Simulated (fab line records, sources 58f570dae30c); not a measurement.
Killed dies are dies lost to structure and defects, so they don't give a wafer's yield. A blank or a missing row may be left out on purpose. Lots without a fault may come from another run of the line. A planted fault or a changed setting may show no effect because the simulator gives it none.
fab line records | flow berkeley_cmos170
record lots=5 wafers=15 last_day=12
route steps=331 shown PFIELD@81 FIELD@89 SACOX@97 SCREENOX@100 NVT@104
lots that met no fault: from a run of the same line without faults
start_h: hours from the record's first day to the start of the lot's first wafer shown | wait_h: hours since the lot's step before | " the same as in the row above | L1.1+2: a row that stands for several wafers | - no value, or no start given | * or withheld: withheld | < > ~ a bound
route shown NAME@n: a module of which the file shows steps, and the number in the route of the first | usual: mean/standard deviation of fault-free wafers | same: alike in all rows | chamber/n: place in a boat | sites: the reading at each site | _std_site: their standard deviation | _edge_site: outer sites' mean less inner sites' | radius_mm: how far each site lies from the wafer's centre | mask NAME#n: copy n | behind: the tool/chamber that last shaped the wafer | hold: why the lot was held/for how many hours/how that ended | device: the transistor (n, p or np) that didn't switch | end of line: the same wafers' tests at the end of the route | a step without rows: its recipe alone | killed: dies lost to structure and defects at the first sort, not the wafer's yield | map: a wafer's dies, x killed, . not, _ none there
set.NAME: the setting as run; set.NAME@STEP: as run at that earlier step | model.NAME: the simulator's own value behind a step, which no gauge read
lots at some steps of the route; a table a step, a row a wafer
services: from which hour (start_h, from the record's first day; less than 0 if before it) a tool's chamber was out of use, for how many hours, and why
## steps
# step UCB170_PFIELD_SOFTBAKE_02
# recipe resist=KrF temp_c=130 time_s=60
# same time_s=60
# columns lot.wafer tool chamber start_h wait_h
L075.3+5+6 litho_track-02 0 96.60 0.1
L081.2+3+5 litho_track-02 0 116.56 0.1
L084.1+2+3 litho_track-04 0 151.36 0.1
L086.1+4+5 litho_track-04 0 151.81 0.1
L094.2+3+4 litho_track-04 0 194.23 0.1
# step UCB170_PFIELD_EXPOSE_03
# recipe mask_id=PFIELD na=0.5 sigma_outer=0.6 source_shape=conventional target_cd_nm=1500 dose_mj=30
# usual focus_offset_nm=0.0/0.51
# same sigma_outer=0.6
# columns lot.wafer tool chamber start_h wait_h mask focus_offset_nm
L075.3 krf_scanner-02 0 97.05 0.4 PFIELD#0 0.1
L075.5 " 0 " " PFIELD#0 0.6
L075.6 " 0 " " PFIELD#0 0.3
L081.2 krf_scanner-01 0 117.02 0.4 PFIELD#0 -0.2
L081.3 " 0 " " PFIELD#0 0.2
L081.5 " 0 " " PFIELD#0 0.0
L084.1 krf_scanner-01 0 151.51 0.1 PFIELD#0 -0.2
L084.2 " 0 " " PFIELD#0 0.1
L084.3 " 0 " " PFIELD#0 -0.2
L086.1 krf_scanner-02 0 151.96 0.1 PFIELD#0 0.2
L086.4 " 0 " " PFIELD#0 0.4
L086.5 " 0 " " PFIELD#0 0.5
L094.2 krf_scanner-02 0 194.40 0.1 PFIELD#0 -0.3
L094.3 " 0 " " PFIELD#0 -1.0
L094.4 " 0 " " PFIELD#0 -0.7
# step UCB170_PFIELD_PEB_04
# recipe peb_temp_c=130 peb_time_s=withheld resist=KrF
# columns lot.wafer tool chamber start_h wait_h
L075.3+5+6 litho_track-03 0 97.18 0.1
L081.2+3+5 litho_track-02 0 117.15 0.1
L084.1+2+3 litho_track-02 0 151.92 0.4
L086.1+4+5 litho_track-02 0 152.20 0.2
L094.2+3+4 litho_track-03 0 194.88 0.5
# step UCB170_PFIELD_DEVELOP_05
# recipe developer=TMAH develop_time_s=45 resist=KrF dev_temp_c=21
# same develop_time_s=45
# columns lot.wafer tool chamber start_h wait_h
L075.3+5+6 litho_track-03 0 - -
L081.2+3+5 litho_track-02 0 - -
L084.1+2+3 litho_track-02 0 - -
L086.1+4+5 litho_track-02 0 - -
L094.2+3+4 litho_track-03 0 - -
# step UCB170_PFIELD_OVL_MEAS_06
# usual PFIELD_OVL=3/5.8
# columns lot.wafer tool chamber start_h wait_h PFIELD_OVL[nm]
L075.3 overlay-01 - 97.42 - 7
L075.5 " - " " 8
L075.6 " - " " 16
L081.2 overlay-02 - 117.40 - 6
L081.3 " - " " 9
L081.5 " - " " 12
L084.1 overlay-01 - 152.20 - 0
L084.2 " - " " -4
L084.3 " - " " 2
L086.1 overlay-01 - 152.47 - -9
L086.4 " - " " 2
L086.5 " - " " -6
L094.2 overlay-02 - 195.14 - 7
L094.3 " - " " 1
L094.4 " - " " 8
# step UCB170_PFIELD_IMPLANT_07
# recipe species=B dose_cm2=2e+13 energy_kev=80 tilt_deg=7
# usual beam_energy_keV=79.999/0.022
# columns lot.wafer tool chamber start_h wait_h beam_energy_keV
L075.3 implanter-02 0 97.49 0.1 80.046
L075.5 " 0 " " 80.049
L075.6 " 0 " " 80.047
L081.2 implanter-04 0 117.46 0.0 80.047
L081.3 " 0 " " 80.001
L081.5 " 0 " " 80.005
L084.1 implanter-04 0 152.23 0.0 80.042
L084.2 " 0 " " 80.020
L084.3 " 0 " " 80.024
L086.1 implanter-01 0 152.51 0.0 79.993
L086.4 " 0 " " 79.953
L086.5 " 0 " " 80.009
L094.2 implanter-01 0 195.20 0.0 79.977
L094.3 " 0 " " 80.001
L094.4 " 0 " " 80.021
# step UCB170_PFIELD_STRIP_08
# recipe chemistry=O2 power_w=400 pressure_mtorr=3500 platen_temp_c=withheld o2_flow_sccm=400 overash_fraction=0.5
# usual drypump_motor_current_A=5.7/0.55 oes_product_au=0.734/0.0044 strip_time_to_endpoint_s=21.63/0.066
# columns lot.wafer tool chamber start_h wait_h drypump_motor_current_A oes_product_au rf_hours_counter_h strip_time_to_endpoint_s
L075.3 plasma_asher-01 1 97.63 0.1 6.1 0.739 - 21.57
L075.5 " 1 " " 6.1 0.733 - 21.61
L075.6 " 0 " " 5.0 0.728 - 21.57
L081.2 plasma_asher-02 0 117.58 0.1 6.4 0.725 45 21.73
L081.3 " 0 " " 6.4 0.733 - 21.74
L081.5 " 1 " " 5.5 0.738 - 21.67
L084.1 plasma_asher-01 0 152.38 0.1 4.9 0.741 4 21.59
L084.2 " 1 " " 6.2 0.733 4 21.53
L084.3 " 1 " " 6.2 0.730 - 21.65
L086.1 plasma_asher-01 1 152.66 0.1 6.2 0.741 4 21.51
L086.4 " 0 " " 5.0 0.735 - 21.47
L086.5 " 1 " " 6.2 0.728 - 21.48
L094.2 plasma_asher-01 0 195.32 0.1 5.0 0.729 8 21.47
L094.3 " 1 " " 6.2 0.735 - 21.45
L094.4 " 0 " " 5.0 0.736 - 21.42
# step UCB170_PFIELD_TW_MEAS_09
# usual PFIELD_TW=600/6.1
# columns lot.wafer tool chamber start_h wait_h PFIELD_TW
L075.3 film_metro-04 - 97.71 0.1 607
L075.5 " - " " 607
L075.6 " - " " 606
L081.2 film_metro-04 - 117.69 0.1 608
L081.3 " - " " 609
L081.5 " - " " 607
L084.1 film_metro-04 - 152.48 0.1 605
L084.2 " - " " 604
L084.3 " - " " 602
L086.1 film_metro-04 - 152.76 0.1 608
L086.4 " - " " 606
L086.5 " - " " 606
L094.2 film_metro-02 - 195.43 0.1 590
L094.3 " - " " 592
L094.4 " - " " 593
# step UCB170_FIELD_CLEAN_00
# recipe chemistry=dHF dilution=25:1 time_s=7.5
# same time_s=7.5
# columns lot.wafer tool chamber start_h wait_h
L075.3+5+6 wet_bench-03 1 97.75 0.0
L081.2+3+5 wet_bench-04 0 117.98 0.3
L084.1+2+3 wet_bench-03 3 152.54 0.1
L086.1+4+5 wet_bench-04 0 152.82 0.1
L094.2+3+4 wet_bench-04 1 195.48 0.0
# step UCB170_FIELD_OXIDATION_01
# recipe temp_c=1000 ambient=H2O p_h2o_torr=584.62 target_thk_a=5583 ox_time_s=7200
# usual ox_temp_c=1000.0/0.48 spike_tc_source_C=1029/3.1 zone_power_load_pct=34.6/2.9 zone_power_source_pct=36.2/2
# columns lot.wafer tool chamber start_h wait_h ox_temp_c spike_tc_source_C zone_power_load_pct zone_power_source_pct
L075.3 furnace-02 0 100.84 3.1 999.4 1027 30.5 33.8
L075.5 " 0 " " 999.6 1026 29.9 33.9
L075.6 " 0 " " 1000.3 1027 30.5 33.8
L081.2 furnace-04 0 121.49 3.5 999.6 1025 34.2 33.8
L081.3 " 0 " " 999.2 1025 34.2 33.9
L081.5 " 0 " " 999.6 1025 34.3 34.5
L084.1 furnace-01 0 157.05 4.5 999.8 1031 36.7 37.7
L084.2 " 0 " " 999.7 1030 37.0 37.8
L084.3 " 0 " " 998.8 1031 37.4 37.9
L086.1 furnace-01 0 157.05 4.2 1000.0 1031 36.6 38.4
L086.4 " 0 " " 1000.3 1033 36.7 38.2
L086.5 " 0 " " 999.2 1031 36.4 37.9
L094.2 furnace-01 0 198.74 3.2 1000.3 1031 36.9 38.2
L094.3 " 0 " " 1000.3 1031 36.8 38.8
L094.4 " 0 " " 1000.0 1031 37.9 38.7
# step UCB170_FIELD_THK_MEAS_02
# recipe reads=SiO2_of_FIELD_OXIDATION_01
# usual FIELD_OXIDE_THK=554/10
# columns lot.wafer tool chamber start_h wait_h FIELD_OXIDE_THK[nm]
L075.3 film_metro-01 - 103.87 0.0 562
L075.5 " - " " 555
L075.6 " - " " 562
L081.2 film_metro-03 - 124.50 0.0 556
L081.3 " - " " 539
L081.5 " - " " 548
L084.1 film_metro-04 - 160.05 0.0 551
L084.2 " - " " 556
L084.3 " - " " 564
L086.1 film_metro-04 - 160.11 0.1 552
L086.4 " - " " 543
L086.5 " - " " 547
L094.2 film_metro-01 - 201.75 0.0 547
L094.3 " - " " 555
L094.4 " - " " 554
# step UCB170_FIELD_ANNEAL_03
# recipe temp_c=1000 time_s=1200 ambient=N2
# usual spike_tc_source_C=1028.6/2.9 zone_power_load_pct=34/3.3 zone_power_source_pct=35.8/2.1
# same time_s=1200
# columns lot.wafer tool chamber start_h wait_h spike_tc_source_C zone_power_load_pct zone_power_source_pct
L075.3 furnace-04 0 107.30 3.4 1024.6 35 34.3
L075.5 " 0 " " 1024.5 34 34.6
L075.6 " 0 " " 1024.6 34 34.5
L081.2 furnace-02 0 128.47 4.0 1025.2 30 34.3
L081.3 " 0 " " 1026.1 30 33.8
L081.5 " 0 " " 1026.5 30 33.7
L084.1 furnace-01 0 162.97 2.9 1032.0 37 38.0
L084.2 " 0 " " 1031.6 38 38.8
L084.3 " 0 " " 1030.8 37 37.8
L086.1 furnace-01 0 162.97 2.8 1032.0 37 38.7
L086.4 " 0 " " 1031.9 37 38.5
L086.5 " 0 " " 1031.1 36 37.7
L094.2 furnace-01 0 204.49 2.7 1030.8 37 38.1
L094.3 " 0 " " 1032.1 38 37.4
L094.4 " 0 " " 1031.6 37 38.1
# step UCB170_FIELD_WET_ETCH_04
# recipe chemistry=dHF dilution=10:1 target=SiO2 temp_c=25 time_s=60
# same time_s=60
# columns lot.wafer tool chamber start_h wait_h
L075.3+5+6 wet_bench-01 1 108.64 0.0
L081.2+3+5 wet_bench-03 1 129.81 0.0
L084.1+2+3 wet_bench-03 3 164.30 0.0
L086.1+4+5 wet_bench-03 1 164.30 0.0
L094.2+3+4 wet_bench-01 3 205.82 0.0
# step UCB170_FIELD_WET_ETCH_05
# recipe chemistry=H3PO4 target=Si3N4 temp_c=160 time_s=12600
# usual bath_guard_temp_C=159.9/0.36
# same time_s=12600
# columns lot.wafer tool chamber start_h wait_h bath_guard_temp_C
L075.3 wet_bench-03 1 108.66 0.0 160.3
L075.5 " 1 " " 160.3
L075.6 " 1 " " 159.9
L081.2 wet_bench-01 0 129.83 0.0 159.6
L081.3 " 0 " " 159.3
L081.5 " 0 " " 159.7
L084.1 wet_bench-01 0 164.33 0.0 159.6
L084.2 " 0 " " 159.9
L084.3 " 0 " " 159.2
L086.1 wet_bench-01 2 164.33 0.0 159.3
L086.4 " 2 " " 159.9
L086.5 " 2 " " 159.5
L094.2 wet_bench-03 0 205.85 0.0 159.3
L094.3 " 0 " " 159.6
L094.4 " 0 " " 159.4
# step UCB170_FIELD_WET_ETCH_06
# recipe chemistry=BOE dilution=5:1 target=SiO2 temp_c=25 time_s=22
# same time_s=22
# columns lot.wafer tool chamber start_h wait_h
L075.3+5+6 wet_bench-01 2 112.49 0.0
L081.2+3+5 wet_bench-03 3 133.47 0.1
L084.1+2+3 wet_bench-03 1 167.85 0.0
L086.1+4+5 wet_bench-03 0 167.85 0.0
L094.2+3+4 wet_bench-03 3 209.42 0.1
# step UCB170_FIELD_THK_MEAS_90
# recipe reads=SiO2_of_FIELD_OXIDATION_01
# usual FIELD_OXIDE_LEFT_1_THK=437/11
# columns lot.wafer tool chamber start_h wait_h FIELD_OXIDE_LEFT_1_THK[nm]
L075.3 film_metro-03 - 112.53 0.0 445
L075.5 " - " " 438
L075.6 " - " " 444
L081.2 film_metro-03 - 133.49 0.0 439
L081.3 " - " " 421
L081.5 " - " " 431
L084.1 film_metro-04 - 167.86 0.0 435
L084.2 " - " " 441
L084.3 " - " " 448
L086.1 film_metro-04 - 167.98 0.1 436
L086.4 " - " " 427
L086.5 " - " " 430
L094.2 film_metro-04 - 209.45 0.0 431
L094.3 " - " " 439
L094.4 " - " " 438
# step UCB170_SACOX_CLEAN_00
# recipe chemistry=dHF dilution=25:1 time_s=7.5
# same time_s=7.5
# columns lot.wafer tool chamber start_h wait_h
L075.3+5+6 wet_bench-03 2 112.57 0.0
L081.2+3+5 wet_bench-01 3 133.69 0.2
L084.1+2+3 wet_bench-03 0 168.04 0.2
L086.1+4+5 wet_bench-03 2 168.22 0.2
L094.2+3+4 wet_bench-03 1 209.51 0.0
# step UCB170_SACOX_OXIDATION_01
# recipe temp_c=900 ambient=O2 target_thk_a=144 ox_time_s=2400
# usual ox_temp_c=900.0/0.34 spike_tc_source_C=929.7/2.3 zone_power_load_pct=28.2/1.8 zone_power_source_pct=29.3/1.3
# columns lot.wafer tool chamber start_h wait_h ox_temp_c spike_tc_source_C zone_power_load_pct zone_power_source_pct
L075.3 furnace-02 0 115.37 2.8 900.5 925.9 23.5 26.6
L075.5 " 0 " " 900.3 925.6 23.8 26.5
L075.6 " 0 " " 899.7 925.7 23.4 26.5
L081.2 furnace-01 0 139.58 5.9 899.9 932.0 28.5 29.5
L081.3 " 0 " " 900.5 931.3 29.3 30.0
L081.5 " 0 " " 899.5 930.4 29.0 29.7
L084.1 furnace-01 0 172.73 4.7 899.1 930.4 28.6 30.5
L084.2 " 0 " " 899.6 929.5 28.9 29.4
L084.3 " 0 " " 899.5 929.5 29.0 29.9
L086.1 furnace-01 0 172.73 4.5 899.7 931.3 28.3 30.0
L086.4 " 0 " " 900.5 930.4 28.7 29.9
L086.5 " 0 " " 899.8 931.6 29.1 30.0
L094.2 furnace-01 0 213.32 3.8 900.5 928.0 29.0 29.9
L094.3 " 0 " " 900.1 930.0 28.6 29.8
L094.4 " 0 " " 900.6 931.9 29.4 30.3
# step UCB170_SACOX_THK_MEAS_02
# recipe reads=SiO2_of_SACOX_OXIDATION_01
# usual SACOX_OXIDE_THK=14.27/0.27
# columns lot.wafer tool chamber start_h wait_h SACOX_OXIDE_THK[nm]
L075.3 film_metro-01 - 117.12 0.1 14.03
L075.5 " - " " 14.15
L075.6 " - " " 13.81
L081.2 film_metro-01 - 141.26 0.0 13.90
L081.3 " - " " 14.05
L081.5 " - " " 14.20
L084.1 film_metro-02 - 174.40 0.0 14.35
L084.2 " - " " 14.50
L084.3 " - " " 14.50
L086.1 film_metro-01 - 174.40 0.0 14.53
L086.4 " - " " 14.73
L086.5 " - " " 14.85
L094.2 film_metro-02 - 215.00 0.0 13.91
L094.3 " - " " 14.14
L094.4 " - " " 14.02
# step UCB170_SCREENOX_WET_ETCH_00
# recipe chemistry=dHF dilution=25:1 target=SiO2 temp_c=25 time_s=200
# same time_s=200
# columns lot.wafer tool chamber start_h wait_h
L075.3+5+6 wet_bench-03 0 117.16 0.0
L081.2+3+5 wet_bench-04 3 141.31 0.0
L084.1+2+3 wet_bench-04 3 174.46 0.1
L086.1+4+5 wet_bench-04 0 174.46 0.1
L094.2+3+4 wet_bench-03 3 215.05 0.0
# step UCB170_SCREENOX_OXIDATION_01
# recipe temp_c=900 ambient=O2 target_thk_a=144 ox_time_s=2400
# usual ox_temp_c=900.0/0.44 spike_tc_source_C=926/3.1 zone_power_load_pct=26.4/2.1 zone_power_source_pct=27.6/1.4
# columns lot.wafer tool chamber start_h wait_h ox_temp_c spike_tc_source_C zone_power_load_pct zone_power_source_pct
L075.3 furnace-01 0 118.97 1.7 900.0 929 28.6 30.2
L075.5 " 0 " " 900.3 932 29.3 29.2
L075.6 " 0 " " 900.1 932 28.8 29.9
L081.2 furnace-01 0 149.95 8.6 900.5 931 28.7 30.3
L081.3 " 0 " " 900.1 928 28.8 29.4
L081.5 " 0 " " 900.9 931 29.3 30.2
L084.1 furnace-04 0 178.16 3.6 899.9 922 26.7 26.7
L084.2 " 0 " " 899.7 923 26.6 26.8
L084.3 " 0 " " 900.3 923 26.7 27.3
L086.1 furnace-04 0 178.16 3.6 899.5 925 26.7 27.1
L086.4 " 0 " " 899.4 923 26.9 26.7
L086.5 " 0 " " 899.5 923 26.3 26.9
L094.2 furnace-02 0 216.72 1.6 901.2 924 23.7 27.0
L094.3 " 0 " " 900.8 925 24.1 26.3
L094.4 " 0 " " 900.9 926 23.5 26.4
# step UCB170_SCREENOX_THK_MEAS_02
# recipe reads=SiO2_of_SCREENOX_OXIDATION_01
# usual SCREENOX_OXIDE_THK=14.2/0.31
# columns lot.wafer tool chamber start_h wait_h SCREENOX_OXIDE_THK[nm]
L075.3 film_metro-01 - 120.71 0.1 14.7
L075.5 " - " " 14.5
L075.6 " - " " 14.9
L081.2 film_metro-01 - 151.63 0.0 14.3
L081.3 " - " " 14.2
L081.5 " - " " 14.3
L084.1 film_metro-03 - 179.83 0.0 13.9
L084.2 " - " " 13.8
L084.3 " - " " 14.1
L086.1 film_metro-01 - 179.83 0.0 14.2
L086.4 " - " " 14.2
L086.5 " - " " 14.0
L094.2 film_metro-01 - 218.40 0.0 14.3
L094.3 " - " " 14.3
L094.4 " - " " 14.3
# step UCB170_SCREENOX_ANNEAL_03
# recipe temp_c=900 time_s=900 ambient=N2
# usual spike_tc_source_C=924.2/1.9 zone_power_load_pct=26.1/1.5 zone_power_source_pct=26.9/0.73
# same time_s=900
# columns lot.wafer tool chamber start_h wait_h spike_tc_source_C zone_power_load_pct zone_power_source_pct
L075.3 furnace-02 0 124.72 4.0 925.0 23.9 26.5
L075.5 " 0 " " 925.4 23.4 26.9
L075.6 " 0 " " 924.4 23.6 26.6
L081.2 furnace-04 0 156.08 4.4 923.7 26.6 27.0
L081.3 " 0 " " 923.6 27.1 26.7
L081.5 " 0 " " 922.5 27.2 26.9
L084.1 furnace-04 0 181.08 1.2 922.9 26.9 27.1
L084.2 " 0 " " 924.0 26.9 26.8
L084.3 " 0 " " 923.3 26.6 26.8
L086.1 furnace-04 0 181.08 1.2 921.5 26.6 27.0
L086.4 " 0 " " 922.5 27.1 26.6
L086.5 " 0 " " 923.3 27.0 26.7
L094.2 furnace-04 0 221.44 3.0 922.5 26.8 26.1
L094.3 " 0 " " 923.2 26.6 26.8
L094.4 " 0 " " 923.9 26.7 26.8
# step UCB170_NVT_HMDS_00
# recipe prime_time_s=60 prime_temp_c=100
# columns lot.wafer tool chamber start_h wait_h
L075.3+5+6 litho_track-02 0 126.24 0.3
L081.2+3+5 litho_track-01 0 157.35 0.0
L084.1+2+3 litho_track-02 0 182.69 0.4
L086.1+4+5 litho_track-04 0 182.75 0.4
L094.2+3+4 litho_track-04 0 223.25 0.6
# step UCB170_NVT_COAT_01
# recipe resist=KrF spin_rpm=1500 resist_thk_nm=900
# columns lot.wafer tool chamber start_h wait_h
L075.3+5+6 litho_track-02 0 126.39 0.1
L081.2+3+5 litho_track-01 0 157.50 0.1
L084.1+2+3 litho_track-02 0 182.84 0.1
L086.1+4+5 litho_track-04 0 182.90 0.1
L094.2+3+4 litho_track-04 0 223.40 0.1
# step UCB170_NVT_SOFTBAKE_02
# recipe resist=KrF temp_c=130 time_s=60
# same time_s=60
# columns lot.wafer tool chamber start_h wait_h
L075.3+5+6 litho_track-02 0 126.54 0.1
L081.2+3+5 litho_track-01 0 157.65 0.1
L084.1+2+3 litho_track-02 0 182.99 0.1
L086.1+4+5 litho_track-04 0 183.05 0.1
L094.2+3+4 litho_track-04 0 223.55 0.1
# step UCB170_NVT_EXPOSE_03
# recipe mask_id=PWELL target_cd_nm=3000 na=0.5 sigma_outer=0.6 source_shape=conventional dose_mj=30
# usual focus_offset_nm=-0.1/0.55
# same sigma_outer=0.6
# columns lot.wafer tool chamber start_h wait_h mask focus_offset_nm
L075.3 krf_scanner-02 0 126.81 0.2 PWELL#0 -0.6
L075.5 " 0 " " PWELL#0 -0.3
L075.6 " 0 " " PWELL#0 -0.4
L081.2 krf_scanner-02 0 157.80 0.1 PWELL#0 -0.3
L081.3 " 0 " " PWELL#0 0.6
L081.5 " 0 " " PWELL#0 0.4
L084.1 krf_scanner-02 0 183.14 0.1 PWELL#0 0.0
L084.2 " 0 " " PWELL#0 0.2
L084.3 " 0 " " PWELL#0 0.1
L086.1 krf_scanner-01 0 183.50 0.4 PWELL#0 -0.9
L086.4 " 0 " " PWELL#0 -0.9
L086.5 " 0 " " PWELL#0 0.0
L094.2 krf_scanner-01 0 223.82 0.2 PWELL#0 0.4
L094.3 " 0 " " PWELL#0 0.8
L094.4 " 0 " " PWELL#0 0.1
# step UCB170_NVT_PEB_04
# recipe peb_temp_c=130 peb_time_s=withheld resist=KrF
# columns lot.wafer tool chamber start_h wait_h
L075.3+5+6 litho_track-02 0 126.97 0.1
L081.2+3+5 litho_track-04 0 157.92 0.1
L084.1+2+3 litho_track-01 0 183.47 0.3
L086.1+4+5 litho_track-01 0 184.02 0.5
L094.2+3+4 litho_track-01 0 224.76 0.9
# step UCB170_NVT_DEVELOP_05
# recipe developer=TMAH develop_time_s=45 resist=KrF dev_temp_c=21
# same develop_time_s=45
# columns lot.wafer tool chamber start_h wait_h
L075.3+5+6 litho_track-02 0 - -
L081.2+3+5 litho_track-04 0 - -
L084.1+2+3 litho_track-01 0 - -
L086.1+4+5 litho_track-01 0 - -
L094.2+3+4 litho_track-01 0 - -
# step UCB170_NVT_OVL_MEAS_06
# usual NVT_OVL=-1/7.1
# columns lot.wafer tool chamber start_h wait_h NVT_OVL[nm]
L075.3 overlay-01 - 127.21 - -10
L075.5 " - " " -9
L075.6 " - " " -11
L081.2 overlay-02 - 158.17 - -11
L081.3 " - " " -4
L081.5 " - " " -4
L084.1 overlay-01 - 183.75 - -4
L084.2 " - " " 3
L084.3 " - " " -5
L086.1 overlay-02 - 184.30 - 6
L086.4 " - " " -2
L086.5 " - " " 5
L094.2 overlay-02 - 225.01 - 10
L094.3 " - " " 6
L094.4 " - " " 14
# step UCB170_NVT_IMPLANT_07
# recipe species=BF2 dose_cm2=3e+12 energy_kev=50 tilt_deg=7
# usual beam_energy_keV=50.002/0.018
# columns lot.wafer tool chamber start_h wait_h beam_energy_keV
L075.3 implanter-02 0 127.28 0.1 49.992
L075.5 " 0 " " 50.017
L075.6 " 0 " " 49.987
L081.2 implanter-03 0 158.23 0.0 50.002
L081.3 " 0 " " 49.981
L081.5 " 0 " " 49.987
L084.1 implanter-03 0 183.78 0.0 49.967
L084.2 " 0 " " 49.997
L084.3 " 0 " " 49.989
L086.1 implanter-01 0 184.33 0.0 49.995
L086.4 " 0 " " 49.976
L086.5 " 0 " " 49.996
L094.2 implanter-01 0 225.07 0.0 50.000
L094.3 " 0 " " 50.019
L094.4 " 0 " " 50.004
# step UCB170_NVT_STRIP_08
# recipe chemistry=O2 power_w=400 pressure_mtorr=3500 platen_temp_c=withheld o2_flow_sccm=400 overash_fraction=0.5
# usual drypump_motor_current_A=5.7/0.45 oes_product_au=0.734/0.0042 strip_time_to_endpoint_s=21.61/0.056
# columns lot.wafer tool chamber start_h wait_h drypump_motor_current_A oes_product_au rf_hours_counter_h strip_time_to_endpoint_s
L075.3 plasma_asher-02 1 127.41 0.1 5.5 0.746 - 21.58
L075.5 " 0 " " 6.4 0.730 - 21.56
L075.6 " 1 " " 5.5 0.733 - 21.60
L081.2 plasma_asher-03 0 158.35 0.1 5.7 0.727 41 21.72
L081.3 " 0 " " 5.8 0.741 - 21.67
L081.5 " 1 " " 5.0 0.732 - 21.64
L084.1 plasma_asher-02 0 183.96 0.2 6.5 0.729 52 21.53
L084.2 " 1 " " 5.4 0.737 52 21.50
L084.3 " 0 " " 6.4 0.732 - 21.49
L086.1 plasma_asher-02 1 184.48 0.1 5.5 0.735 52 21.58
L086.4 " 0 " " 6.4 0.734 - 21.58
L086.5 " 1 " " 5.5 0.730 - 21.63
L094.2 plasma_asher-03 0 225.19 0.1 5.8 0.728 48 21.60
L094.3 " 0 " " 5.8 0.729 - 21.58
L094.4 " 1 " " 5.0 0.737 - 21.63
## services
# columns tool chamber start_h hours kind
implanter-03 - 72.94 8.7 repair
krf_scanner-01 - 83.79 0.8 pm
plasma_asher-01 - 98.69 4.1 repair
krf_scanner-02 - 108.53 1.3 pm
plasma_asher-01 - 108.75 9.0 pm
krf_scanner-02 - 109.83 1.0 pm
implanter-02 - 110.95 1.1 repair
implanter-01 - 112.95 3.8 repair
implanter-01 - 116.72 10.5 pm
implanter-02 - 118.50 1.9 repair
furnace-02 - 129.81 3.7 pm
implanter-01 - 130.37 2.7 repair
krf_scanner-02 - 131.96 0.8 pm
krf_scanner-01 - 132.71 1.3 pm
furnace-02 - 138.03 3.8 pm
plasma_asher-03 - 147.44 0.7 repair
krf_scanner-01 - 148.75 1.0 pm
implanter-02 - 179.57 3.3 repair
furnace-01 - 182.83 5.0 pm
implanter-01 - 189.37 4.4 pm
krf_scanner-01 - 204.90 0.7 repair
plasma_asher-03 - 208.53 2.8 pm
implanter-02 - 209.96 3.6 pm
implanter-01 - 213.07 0.7 repair
## key
fault none
